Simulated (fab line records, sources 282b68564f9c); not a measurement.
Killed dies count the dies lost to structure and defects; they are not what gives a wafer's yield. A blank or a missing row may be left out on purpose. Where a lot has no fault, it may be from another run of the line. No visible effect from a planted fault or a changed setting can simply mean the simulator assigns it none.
fab line records / flow rit-cmos
record lots=5 wafers=23
route steps=202 shown M1@196
start-h: hours from the record's first day to the start of the lot's first wafer shown / wait-h: time in hours since the lot's previous step / " unchanged from the row above / L1.1+2: several wafers, shown together as one row / - no value, or no start given / * or withheld: withheld / < > ~ a bound
route shown NAME@n: NAME is a module with steps in the file, n the number in the route of the first one / usual: mean and standard deviation over wafers with no fault / same: alike in all rows / chamber/n: place in a boat / sites: per-site readings / _std_site: standard deviation across them / _edge_site: outer sites' mean less inner sites' / radius-mm: how far each site lies from the wafer's centre / mask NAME#n: copy n / behind: the tool/chamber that last shaped the wafer / hold: cause of the lot's hold/its duration in hours/its outcome / device: names the non-switching transistor (n, p or np) / end of line: at the end of the route, the tests of the same wafers / a step given without rows: its recipe and nothing more / killed: count of dies lost to structure and defects at first sort (not the wafer's yield) / map: dies across one wafer; x = killed, . = not, _ = none there
set.NAME: the setting that was run; set.NAME@STEP: the one run at that earlier step / model.NAME: the simulator's own value behind a step, which no gauge read
lots run with intentionally changed settings; tables by step, rows by wafer
## steps
# step RIT_M1_METAL_ETCH_12
# recipe stop-on=SiO2 chemistry=Cl2/BCl3 target=Al time-s=165 over-etch-frac=0.5 pressure-mtorr=100 target-depth-a=6000 rf-w=250 Cl2_flow_sccm=60 bcl3-flow-sccm=50
# usual oes-product-au=0.777/0.014
lot.wafer=L074.1 tool=rie-metal-03 chamber=0 start-h=59.88 wait-h=0.2 set.time-s=165 set.time-s@CONTACT_CVD_00=61 set.time-s@M1_SPUTTER_00=439.7 oes-product-au=0.744 model.NOVOLAK_of_M1_COAT_04.thk-nm=- model.SiO2_of_CONTACT_CVD_00.thk-nm=-
lot.wafer=L074.2 tool=rie-metal-03 chamber=1 start-h=59.88 wait-h=0.2 set.time-s=173 set.time-s@CONTACT_CVD_00=61 set.time-s@M1_SPUTTER_00=500 oes-product-au=0.767 model.NOVOLAK_of_M1_COAT_04.thk-nm=786.2 model.SiO2_of_CONTACT_CVD_00.thk-nm=357.4
lot.wafer=L074.4 tool=rie-metal-03 chamber=0 start-h=59.88 wait-h=0.2 set.time-s=173 set.time-s@CONTACT_CVD_00=61 set.time-s@M1_SPUTTER_00=500 oes-product-au=0.797 model.NOVOLAK_of_M1_COAT_04.thk-nm=793.6 model.SiO2_of_CONTACT_CVD_00.thk-nm=369.8
lot.wafer=L074.5 tool=rie-metal-03 chamber=0 start-h=59.88 wait-h=0.2 set.time-s=173 set.time-s@CONTACT_CVD_00=61 set.time-s@M1_SPUTTER_00=439.7 oes-product-au=0.734 model.NOVOLAK_of_M1_COAT_04.thk-nm=- model.SiO2_of_CONTACT_CVD_00.thk-nm=-
lot.wafer=L074.6 tool=rie-metal-03 chamber=1 start-h=59.88 wait-h=0.2 set.time-s=165 set.time-s@CONTACT_CVD_00=61 set.time-s@M1_SPUTTER_00=439.7 oes-product-au=0.730 model.NOVOLAK_of_M1_COAT_04.thk-nm=- model.SiO2_of_CONTACT_CVD_00.thk-nm=-
lot.wafer=L078.1 tool=rie-metal-01 chamber=1 start-h=81.65 wait-h=0.2 set.time-s=165 set.time-s@CONTACT_CVD_00=53.17 set.time-s@M1_SPUTTER_00=568.9 oes-product-au=0.836 model.NOVOLAK_of_M1_COAT_04.thk-nm=- model.SiO2_of_CONTACT_CVD_00.thk-nm=-
lot.wafer=L078.2 tool=rie-metal-01 chamber=0 start-h=81.65 wait-h=0.2 set.time-s=175.8 set.time-s@CONTACT_CVD_00=61 set.time-s@M1_SPUTTER_00=500 oes-product-au=0.774 model.NOVOLAK_of_M1_COAT_04.thk-nm=778 model.SiO2_of_CONTACT_CVD_00.thk-nm=365.8
lot.wafer=L078.3 tool=rie-metal-01 chamber=1 start-h=81.65 wait-h=0.2 set.time-s=175.8 set.time-s@CONTACT_CVD_00=61 set.time-s@M1_SPUTTER_00=568.9 oes-product-au=0.829 model.NOVOLAK_of_M1_COAT_04.thk-nm=- model.SiO2_of_CONTACT_CVD_00.thk-nm=-
lot.wafer=L078.4 tool=rie-metal-01 chamber=0 start-h=81.65 wait-h=0.2 set.time-s=165 set.time-s@CONTACT_CVD_00=61 set.time-s@M1_SPUTTER_00=568.9 oes-product-au=0.842 model.NOVOLAK_of_M1_COAT_04.thk-nm=- model.SiO2_of_CONTACT_CVD_00.thk-nm=-
lot.wafer=L078.5 tool=rie-metal-01 chamber=1 start-h=81.65 wait-h=0.2 set.time-s=165 set.time-s@CONTACT_CVD_00=53.17 set.time-s@M1_SPUTTER_00=500 oes-product-au=0.778 model.NOVOLAK_of_M1_COAT_04.thk-nm=810.5 model.SiO2_of_CONTACT_CVD_00.thk-nm=323.3
lot.wafer=L080.1 tool=rie-metal-03 chamber=0 start-h=88.85 wait-h=0.2 set.time-s=179.2 set.time-s@CONTACT_CVD_00=61 set.time-s@M1_SPUTTER_00=550.1 oes-product-au=0.836 model.NOVOLAK_of_M1_COAT_04.thk-nm=- model.SiO2_of_CONTACT_CVD_00.thk-nm=-
lot.wafer=L080.3 tool=rie-metal-03 chamber=1 start-h=88.85 wait-h=0.2 set.time-s=165 set.time-s@CONTACT_CVD_00=68.95 set.time-s@M1_SPUTTER_00=500 oes-product-au=0.763 model.NOVOLAK_of_M1_COAT_04.thk-nm=802.1 model.SiO2_of_CONTACT_CVD_00.thk-nm=403.1
lot.wafer=L080.4 tool=rie-metal-03 chamber=0 start-h=88.85 wait-h=0.2 set.time-s=165 set.time-s@CONTACT_CVD_00=61 set.time-s@M1_SPUTTER_00=500 oes-product-au=0.807 model.NOVOLAK_of_M1_COAT_04.thk-nm=805.3 model.SiO2_of_CONTACT_CVD_00.thk-nm=354.9
lot.wafer=L080.5 tool=rie-metal-03 chamber=0 start-h=88.85 wait-h=0.2 set.time-s=179.2 set.time-s@CONTACT_CVD_00=68.95 set.time-s@M1_SPUTTER_00=550.1 oes-product-au=0.835 model.NOVOLAK_of_M1_COAT_04.thk-nm=- model.SiO2_of_CONTACT_CVD_00.thk-nm=-
lot.wafer=L080.6 tool=rie-metal-03 chamber=1 start-h=88.85 wait-h=0.2 set.time-s=165 set.time-s@CONTACT_CVD_00=68.95 set.time-s@M1_SPUTTER_00=550.1 oes-product-au=0.817 model.NOVOLAK_of_M1_COAT_04.thk-nm=- model.SiO2_of_CONTACT_CVD_00.thk-nm=-
lot.wafer=L082.1 tool=rie-metal-04 chamber=0 start-h=102.40 wait-h=0.2 set.time-s=165 set.time-s@CONTACT_CVD_00=61 set.time-s@M1_SPUTTER_00=500 oes-product-au=0.759 model.NOVOLAK_of_M1_COAT_04.thk-nm=812.7 model.SiO2_of_CONTACT_CVD_00.thk-nm=355
lot.wafer=L082.2 tool=rie-metal-04 chamber=1 start-h=102.40 wait-h=0.2 set.time-s=165 set.time-s@CONTACT_CVD_00=61 set.time-s@M1_SPUTTER_00=500 oes-product-au=0.764 model.NOVOLAK_of_M1_COAT_04.thk-nm=813.1 model.SiO2_of_CONTACT_CVD_00.thk-nm=355.7
lot.wafer=L082.3 tool=rie-metal-04 chamber=0 start-h=102.40 wait-h=0.2 set.time-s=165 set.time-s@CONTACT_CVD_00=61 set.time-s@M1_SPUTTER_00=500 oes-product-au=0.761 model.NOVOLAK_of_M1_COAT_04.thk-nm=806.7 model.SiO2_of_CONTACT_CVD_00.thk-nm=353.6
lot.wafer=L083.1 tool=rie-metal-03 chamber=1 start-h=105.01 wait-h=0.2 set.time-s=165 set.time-s@CONTACT_CVD_00=57.43 set.time-s@M1_SPUTTER_00=500 oes-product-au=0.775 model.NOVOLAK_of_M1_COAT_04.thk-nm=793.2 model.SiO2_of_CONTACT_CVD_00.thk-nm=328.3
lot.wafer=L083.2 tool=rie-metal-03 chamber=0 start-h=105.01 wait-h=0.2 set.time-s=189.5 set.time-s@CONTACT_CVD_00=57.43 set.time-s@M1_SPUTTER_00=455.3 oes-product-au=0.753 model.NOVOLAK_of_M1_COAT_04.thk-nm=- model.SiO2_of_CONTACT_CVD_00.thk-nm=-
lot.wafer=L083.3 tool=rie-metal-03 chamber=0 start-h=105.01 wait-h=0.2 set.time-s=189.5 set.time-s@CONTACT_CVD_00=61 set.time-s@M1_SPUTTER_00=455.3 oes-product-au=0.749 model.NOVOLAK_of_M1_COAT_04.thk-nm=- model.SiO2_of_CONTACT_CVD_00.thk-nm=-
lot.wafer=L083.4 tool=rie-metal-03 chamber=1 start-h=105.01 wait-h=0.2 set.time-s=189.5 set.time-s@CONTACT_CVD_00=61 set.time-s@M1_SPUTTER_00=500 oes-product-au=0.768 model.NOVOLAK_of_M1_COAT_04.thk-nm=747.2 model.SiO2_of_CONTACT_CVD_00.thk-nm=361.3
lot.wafer=L083.5 tool=rie-metal-03 chamber=0 start-h=105.01 wait-h=0.2 set.time-s=165 set.time-s@CONTACT_CVD_00=57.43 set.time-s@M1_SPUTTER_00=455.3 oes-product-au=0.759 model.NOVOLAK_of_M1_COAT_04.thk-nm=- model.SiO2_of_CONTACT_CVD_00.thk-nm=-
# step RIT_M1_STRIP_13
# recipe chemistry=nmp resist=NOVOLAK temp-c=80 time-s=600 dry=n2-spin
# step RIT_M1_STRIP_14
# recipe chemistry=O2 time-s=180 platen-temp-c=withheld power-w=500 pressure-mtorr=4000 o2-flow-sccm=4000
# step RIT_M1_ANNEAL_15
# recipe temp-c=450 time-s=1833 ambient=forming_gas_H2N2
# step RIT_M1_PROBE_99
# usual killed-at-contacts=0.1/0.3 killed-at-front-end=7/3 killed-dies=7/3 killed-open=3.3/1.9 killed-short=3.3/2
# same gross-dies=264 killed_at_M0_to_M3=0 killed_at_M4_up=0 killed-at-back-side=0 killed-at-other=0
lot.wafer=L074.1 tool=prober-01 chamber=- start-h=62.15 wait-h=0.1 set.energy-kev@PLDD_IMPLANT_08=19 killed-at-contacts=0 killed-at-front-end=3 killed-dies=3 killed-open=1 killed-short=2 model.etest.pldd.rs-ohm-sq=- model.etest.pldd.line-ohm-um=-
lot.wafer=L074.2 tool=prober-01 chamber=- start-h=62.20 wait-h=0.1 set.energy-kev@PLDD_IMPLANT_08=20 killed-at-contacts=0 killed-at-front-end=5 killed-dies=5 killed-open=1 killed-short=4 model.etest.pldd.rs-ohm-sq=1373 model.etest.pldd.line-ohm-um=428.5
lot.wafer=L074.4 tool=prober-01 chamber=- start-h=62.30 wait-h=0.2 set.energy-kev@PLDD_IMPLANT_08=20 killed-at-contacts=0 killed-at-front-end=8 killed-dies=8 killed-open=3 killed-short=5 model.etest.pldd.rs-ohm-sq=- model.etest.pldd.line-ohm-um=-
lot.wafer=L074.5 tool=prober-01 chamber=- start-h=62.35 wait-h=0.2 set.energy-kev@PLDD_IMPLANT_08=19 killed-at-contacts=0 killed-at-front-end=5 killed-dies=5 killed-open=1 killed-short=4 model.etest.pldd.rs-ohm-sq=1827 model.etest.pldd.line-ohm-um=566.7
lot.wafer=L074.6 tool=prober-01 chamber=- start-h=62.40 wait-h=0.2 set.energy-kev@PLDD_IMPLANT_08=20 killed-at-contacts=0 killed-at-front-end=3 killed-dies=3 killed-open=1 killed-short=2 model.etest.pldd.rs-ohm-sq=- model.etest.pldd.line-ohm-um=-
lot.wafer=L078.1 tool=prober-01 chamber=- start-h=83.90 wait-h=0.1 set.energy-kev@PLDD_IMPLANT_08=20 killed-at-contacts=0 killed-at-front-end=7 killed-dies=7 killed-open=3 killed-short=4 model.etest.pldd.rs-ohm-sq=835.8 model.etest.pldd.line-ohm-um=256.4
lot.wafer=L078.2 tool=prober-01 chamber=- start-h=83.95 wait-h=0.1 set.energy-kev@PLDD_IMPLANT_08=19.43 killed-at-contacts=1 killed-at-front-end=5 killed-dies=6 killed-open=3 killed-short=3 model.etest.pldd.rs-ohm-sq=939.1 model.etest.pldd.line-ohm-um=288.7
lot.wafer=L078.3 tool=prober-01 chamber=- start-h=84.00 wait-h=0.2 set.energy-kev@PLDD_IMPLANT_08=20 killed-at-contacts=0 killed-at-front-end=5 killed-dies=5 killed-open=4 killed-short=1 model.etest.pldd.rs-ohm-sq=875.1 model.etest.pldd.line-ohm-um=273.1
lot.wafer=L078.4 tool=prober-01 chamber=- start-h=84.05 wait-h=0.2 set.energy-kev@PLDD_IMPLANT_08=20 killed-at-contacts=0 killed-at-front-end=5 killed-dies=5 killed-open=2 killed-short=3 model.etest.pldd.rs-ohm-sq=824.7 model.etest.pldd.line-ohm-um=256.7
lot.wafer=L078.5 tool=prober-01 chamber=- start-h=84.10 wait-h=0.2 set.energy-kev@PLDD_IMPLANT_08=19.43 killed-at-contacts=0 killed-at-front-end=12 killed-dies=12 killed-open=3 killed-short=8 model.etest.pldd.rs-ohm-sq=957.5 model.etest.pldd.line-ohm-um=300.8
lot.wafer=L080.1 tool=prober-01 chamber=- start-h=91.11 wait-h=0.1 set.energy-kev@PLDD_IMPLANT_08=20 killed-at-contacts=0 killed-at-front-end=12 killed-dies=12 killed-open=5 killed-short=7 model.etest.pldd.rs-ohm-sq=810.1 model.etest.pldd.line-ohm-um=256.6
lot.wafer=L080.3 tool=prober-01 chamber=- start-h=91.21 wait-h=0.2 set.energy-kev@PLDD_IMPLANT_08=20 killed-at-contacts=0 killed-at-front-end=3 killed-dies=3 killed-open=2 killed-short=1 model.etest.pldd.rs-ohm-sq=796.9 model.etest.pldd.line-ohm-um=249.6
lot.wafer=L080.4 tool=prober-01 chamber=- start-h=91.26 wait-h=0.2 set.energy-kev@PLDD_IMPLANT_08=20 killed-at-contacts=0 killed-at-front-end=6 killed-dies=6 killed-open=2 killed-short=4 model.etest.pldd.rs-ohm-sq=771.1 model.etest.pldd.line-ohm-um=235.5
lot.wafer=L080.5 tool=prober-01 chamber=- start-h=91.31 wait-h=0.2 set.energy-kev@PLDD_IMPLANT_08=20 killed-at-contacts=0 killed-at-front-end=6 killed-dies=6 killed-open=3 killed-short=3 model.etest.pldd.rs-ohm-sq=751.2 model.etest.pldd.line-ohm-um=233.6
lot.wafer=L080.6 tool=prober-01 chamber=- start-h=91.36 wait-h=0.2 set.energy-kev@PLDD_IMPLANT_08=20 killed-at-contacts=0 killed-at-front-end=4 killed-dies=4 killed-open=1 killed-short=3 model.etest.pldd.rs-ohm-sq=791 model.etest.pldd.line-ohm-um=244
lot.wafer=L082.1 tool=prober-01 chamber=- start-h=104.66 wait-h=0.1 set.energy-kev@PLDD_IMPLANT_08=20 killed-at-contacts=0 killed-at-front-end=12 killed-dies=12 killed-open=5 killed-short=7 model.etest.pldd.rs-ohm-sq=520.4 model.etest.pldd.line-ohm-um=163
lot.wafer=L082.2 tool=prober-01 chamber=- start-h=104.71 wait-h=0.1 set.energy-kev@PLDD_IMPLANT_08=20 killed-at-contacts=0 killed-at-front-end=1 killed-dies=1 killed-open=1 killed-short=0 model.etest.pldd.rs-ohm-sq=519.4 model.etest.pldd.line-ohm-um=162.9
lot.wafer=L082.3 tool=prober-01 chamber=- start-h=104.76 wait-h=0.2 set.energy-kev@PLDD_IMPLANT_08=20 killed-at-contacts=0 killed-at-front-end=4 killed-dies=4 killed-open=2 killed-short=2 model.etest.pldd.rs-ohm-sq=515.5 model.etest.pldd.line-ohm-um=161.7
lot.wafer=L083.1 tool=prober-02 chamber=- start-h=107.28 wait-h=0.1 set.energy-kev@PLDD_IMPLANT_08=20.55 killed-at-contacts=1 killed-at-front-end=8 killed-dies=9 killed-open=4 killed-short=5 model.etest.pldd.rs-ohm-sq=- model.etest.pldd.line-ohm-um=-
lot.wafer=L083.2 tool=prober-02 chamber=- start-h=107.33 wait-h=0.1 set.energy-kev@PLDD_IMPLANT_08=20 killed-at-contacts=0 killed-at-front-end=7 killed-dies=7 killed-open=5 killed-short=2 model.etest.pldd.rs-ohm-sq=- model.etest.pldd.line-ohm-um=-
lot.wafer=L083.3 tool=prober-02 chamber=- start-h=107.38 wait-h=0.2 set.energy-kev@PLDD_IMPLANT_08=20 killed-at-contacts=0 killed-at-front-end=20 killed-dies=20 killed-open=5 killed-short=6 model.etest.pldd.rs-ohm-sq=- model.etest.pldd.line-ohm-um=-
lot.wafer=L083.4 tool=prober-02 chamber=- start-h=107.43 wait-h=0.2 set.energy-kev@PLDD_IMPLANT_08=20.55 killed-at-contacts=0 killed-at-front-end=17 killed-dies=17 killed-open=4 killed-short=5 model.etest.pldd.rs-ohm-sq=- model.etest.pldd.line-ohm-um=-
lot.wafer=L083.5 tool=prober-02 chamber=- start-h=107.48 wait-h=0.2 set.energy-kev@PLDD_IMPLANT_08=20 killed-at-contacts=0 killed-at-front-end=47 killed-dies=47 killed-open=1 killed-short=5 model.etest.pldd.rs-ohm-sq=- model.etest.pldd.line-ohm-um=-
# killed by level:class
L074.1 GATE:geometric-particle:short=2 SILICIDE:geometric-particle:open=1
L074.2 SILICIDE:geometric-particle:short=2 GATE:geometric-particle:short=1 REOX:geometric-particle:open=1 REOX:geometric-particle:short=1
L074.4 REOX:geometric-particle:short=3 GATE:geometric-particle:open=2 GATE:geometric-particle:short=1 SPACER:geometric-particle:short=1 SILICIDE:geometric-particle:open=1
L074.5 REOX:geometric-particle:short=2 GATE:geometric-particle:open=1 SPACER:geometric-particle:short=1 SILICIDE:geometric-particle:short=1
L074.6 FOX2:geometric-particle:short=1 GATE:geometric-particle:short=1 SILICIDE:geometric-particle:open=1
L078.1 SPACER:geometric-particle:short=2 FOX1:geometric-particle:open=1 FOX1:geometric-particle:short=1 GATE:geometric-particle:open=1 REOX:geometric-particle:short=1 SILICIDE:geometric-particle:open=1
L078.2 GATE:geometric-particle:short=3 GATE:geometric-particle:open=2 CONTACT:geometric-particle:open=1
L078.3 GATE:geometric-particle:open=3 FOX1:geometric-particle:open=1 GATE:geometric-particle:short=1
L078.4 SPACER:geometric-particle:open=2 GATE:geometric-particle:short=1 SPACER:geometric-particle:short=1 SILICIDE:geometric-particle:short=1
L078.5 GATE:geometric-particle:short=4 FOX1:geometric-particle:short=2 FOX1:geometric-particle:open=1 GATE:geometric-particle:open=1 REOX:geometric-particle:short=1 SPACER:geometric-particle:short=1 SILICIDE:geometric-particle:open=1 GATE:area-develop=1
L080.1 GATE:geometric-particle:open=3 REOX:geometric-particle:short=3 FOX1:geometric-particle:open=2 GATE:geometric-particle:short=2 FOX2:geometric-particle:short=1 SILICIDE:geometric-particle:short=1
L080.3 FOX1:geometric-particle:short=1 REOX:geometric-particle:open=1 SILICIDE:geometric-particle:open=1
L080.4 FOX1:geometric-particle:open=2 GATE:geometric-particle:short=2 FOX1:geometric-particle:short=1 REOX:geometric-particle:short=1
L080.5 FOX1:geometric-particle:short=1 FOX1:geometric-particle:open=1 GATE:geometric-particle:open=1 REOX:geometric-particle:open=1 SPACER:geometric-particle:short=1 SILICIDE:geometric-particle:short=1
L080.6 FOX1:geometric-particle:open=1 GATE:geometric-particle:short=1 REOX:geometric-particle:short=1 STARTING-WAFER:geometric-particle:short=1
L082.1 FOX2:geometric-particle:short=2 GATE:geometric-particle:short=2 GATE:geometric-particle:open=2 REOX:geometric-particle:short=2 REOX:geometric-particle:open=2 FOX1:geometric-particle:open=1 FOX1:geometric-particle:short=1
L082.2 FOX2:geometric-particle:open=1
L082.3 GATE:geometric-particle:open=2 REOX:geometric-particle:short=2
L083.1 GATE:geometric-particle:short=3 SPACER:geometric-particle:open=2 GATE:geometric-particle:open=1 REOX:geometric-particle:short=1 SILICIDE:geometric-particle:open=1 CONTACT:geometric-particle:short=1
L083.2 REOX:geometric-particle:open=2 SILICIDE:geometric-particle:open=2 GATE:geometric-particle:open=1 GATE:geometric-particle:short=1 REOX:geometric-particle:short=1
L083.3 GATE:area-develop=9 GATE:geometric-particle:short=3 SILICIDE:geometric-particle:open=3 SILICIDE:geometric-particle:short=2 FOX1:geometric-particle:short=1 GATE:geometric-particle:open=1 SPACER:geometric-particle:open=1
L083.4 GATE:area-develop=8 GATE:geometric-particle:open=3 SILICIDE:geometric-particle:short=3 FOX1:geometric-particle:open=1 FOX2:geometric-particle:short=1 SPACER:geometric-particle:short=1
L083.5 GATE:area-develop=41 GATE:geometric-particle:short=3 FOX1:geometric-particle:open=1 FOX1:geometric-particle:short=1 SILICIDE:geometric-particle:short=1
## key
split step=RIT_M1_METAL_ETCH_12 setting=time-s stated=165 by=wafer
response step=RIT_M1_METAL_ETCH_12 reading=model.NOVOLAK_of_M1_COAT_04.thk-nm change=-3.41 per=1% r=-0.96
split outside-this-file step=RIT_PLDD_IMPLANT_08 setting=energy-kev
split outside-this-file step=RIT_CONTACT_CVD_00 setting=time-s
split outside-this-file step=RIT_M1_SPUTTER_00 setting=time-s
# split outside-this-file: this setting was split too, and the file shows its column; the key of that split is in another file
